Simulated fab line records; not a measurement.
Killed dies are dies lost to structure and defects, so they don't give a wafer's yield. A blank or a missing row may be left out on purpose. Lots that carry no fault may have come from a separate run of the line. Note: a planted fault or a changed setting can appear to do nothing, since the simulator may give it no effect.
Which of the tools did it? / flow ritCmos / Sampling: 7 lots, 21 wafers, 2 of 202 route steps

## WHAT THE GAUGES SHOWED, per wafer
RIT_ACTIVE_CD_MEAS_11: target cd 1400 nm.
lot=L962; measured=day 2 01:49; on=cdSem-01; cdNm (nm)=1401.0 1400.2 1398.9
lot=L964; measured=day 2 10:35; on=cdSem-01; cdNm (nm)=1401.4 1401.9 1402.2
lot=L967; measured=day 3 01:37; on=cdSem-01; cdNm (nm)=1402.5 1404.0 1401.1
lot=L969; measured=day 3 12:32; on=cdSem-02; cdNm (nm)=1401.6 1403.7 1404.6
lot=L972; measured=day 4 02:28; on=cdSem-02; cdNm (nm)=1402.7 1402.5 1402.2
lot=L975; measured=day 4 17:26; on=cdSem-01; cdNm (nm)=1401.1 1401.6 1401.7
lot=L977; measured=day 5 03:34; on=cdSem-02; cdNm (nm)=1444.7 1446.8 1443.7

## WHICH TOOL RAN EACH LOT (tool, then ch and the chambers of the sampled wafers, then the start)
lot=L962; RIT_ACTIVE_DEVELOP_10=lithoTrack-04 ch 0, day 2 01:00
lot=L964; RIT_ACTIVE_DEVELOP_10=lithoTrack-04 ch 0, day 2 10:00
lot=L967; RIT_ACTIVE_DEVELOP_10=lithoTrack-02 ch 0, day 3 01:00
lot=L969; RIT_ACTIVE_DEVELOP_10=lithoTrack-03 ch 0, day 3 12:00
lot=L972; RIT_ACTIVE_DEVELOP_10=lithoTrack-02 ch 0, day 4 02:00
lot=L975; RIT_ACTIVE_DEVELOP_10=lithoTrack-04 ch 0, day 4 17:00
lot=L977; RIT_ACTIVE_DEVELOP_10=lithoTrack-02 ch 0, day 5 03:00
- RIT_ACTIVE_DEVELOP_10: develop time 50 s.

## THE ANSWER, worked out from the rows above alone
Rule: what is usual is taken from the lots themselves. Put in order of their means at a reading, lots are off if they are a third of the lots or fewer, leave a main group of 4 or more, and stand apart from it by a gap of 3 or more times the standard deviation of the main group's means; of several such gaps the widest counts. The tables above print the reading to a certain number of digits; a main group whose means all agree to those digits is not used. A lot without any number at a reading at which 4 lots or more have one is off too. The other lots that the step has rows for count as sound.
Off at RIT_ACTIVE_CD_MEAS_11 (cdNm): L977. Main group: mean 1401.9 nm, sd 1.
If a tool, at a process step before that reading, ran all the lots that are off and no sound lot after the first of them, it fits. Gauges at RIT_ACTIVE_CD_MEAS_11: tried the same way as those tools. Undecided on this evidence; 2 tools fit (lithoTrack-02 at RIT_ACTIVE_DEVELOP_10, cdSem-02 at RIT_ACTIVE_CD_MEAS_11).

## WHAT HAD BEEN PUT IN BY THE SIMULATOR
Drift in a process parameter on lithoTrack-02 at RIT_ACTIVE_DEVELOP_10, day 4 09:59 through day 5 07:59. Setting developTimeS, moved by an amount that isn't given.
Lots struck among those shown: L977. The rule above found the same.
